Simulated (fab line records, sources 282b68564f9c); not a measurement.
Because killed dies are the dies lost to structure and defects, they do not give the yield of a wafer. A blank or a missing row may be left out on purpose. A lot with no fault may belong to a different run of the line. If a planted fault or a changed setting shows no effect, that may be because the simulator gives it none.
Code-filled problem report in 8D (eight disciplines) form	flow rit cmos	the parts of the form that need people (team, actions taken, sign-off) are left out

## 1. WHAT WENT WRONG
PSD_RS at RIT_SDANNEAL_RS_MEAS_04 reads a mean of 72.8 ohm/sq on 6 wafers of 2 lots; wafers without a fault read 115.9 ohm/sq with a standard deviation of 0.33. So: -99 or more standard deviations from the usual mean.
The step: measures by four-point-probe.
Earliest sighting: wafer L768.3 on film metro-04 at day 4 04:02. At this step, 42 wafers from 14 lots have a number in the record. By rule, "out" or "out of limits" means more than 4 standard deviations away from the usual mean. All remaining wafers that have a number are taken as sound.

## 2. WHAT IT IS AND WHAT IT IS NOT
question	is	is not
which readings at this step	PSD_RS	-
which lots	L768, L770	L763, L764, L766, L767, L773, L775, L779, L781, L783, L784, L785, L786
which wafers of those lots	all that have a number	-
read on which gauges	film metro-03, film metro-04	film metro-01
when	from day 4 04:02	up to then (12 sound wafers); but 24 sound wafers of L773, L775, L779, L781, L783, L784, L785, L786 came after

## 3. SUSPECTS, AND WHAT RULES EACH OUT
Counting: a tool stays on the suspect list if, at a process step up to the reading, it processed all lots that are out and no sound lot following the first of them.
- ruled out: the gauge at RIT_SDANNEAL_RS_MEAS_04. The wafers that are out were read on 2 gauges (film metro-03, film metro-04).
- plasma asher-04 at RIT_NLDD_STRIP_09 (strips in O2, time 180 s): ruled out as a lasting fault. Following L768 (day 3 20:22), the first lot on it that is out, the sound lots L773, L781 were run on it.
- rtp anneal-01 at RIT_SDANNEAL_RTA_03 (time 5 s): ruled out as a lasting fault. Following L768 (day 4 03:58), the first lot on it that is out, the sound lots L784, L786 were run on it.
Left after counting: nothing in the record.

## 4. THE CAUSE (what the simulator had put in)
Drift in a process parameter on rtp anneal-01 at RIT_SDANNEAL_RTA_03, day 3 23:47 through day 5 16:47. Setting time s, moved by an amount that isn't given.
Counting ruled it out, wrongly: the rule takes a fault to strike every lot that its tool runs from its start on, and this one did not.

## 5. THE CHAIN OF EFFECTS, in route order
Each row: a reading whose mean over the struck wafers that have a number lies more than 3 standard deviations from the usual. Only readings for which the record gives a usual standard deviation are gone through. hours: the time from each lot's start at the first step in this table that gives one to its start at this step, as a median over the lots. sigmas: the change in usual standard deviations.
hours	step	reading	usual	on struck wafers	change	sigmas
0	RIT_SDANNEAL_RS_MEAS_04	PSD_RS	115.9 ohm/sq	72.8	-43.1	-99 or more
0	RIT_SDANNEAL_RS_MEAS_05	NSD_RS	84.58 ohm/sq	77.18	-7.40	-30
0	RIT_SDANNEAL_RS_MEAS_06	PLDD_RS	177.8 ohm/sq	141.1	-36.7	-69
0	RIT_SDANNEAL_RS_MEAS_07	NLDD_RS	151.5 ohm/sq	142.6	-8.9	-17

## 6. WHAT WOULD HAVE CAUGHT IT SOONER
Counted from the fault's start at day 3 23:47, it took 4 hours until the first out-of-limits reading at a measuring or inspecting step in this record, taken at day 4 04:02.
No tool reading at RIT_SDANNEAL_RTA_03 that has a usual standard deviation in the record was out on any struck wafer, so an alarm limit of 4 standard deviations on those readings would not have fired.
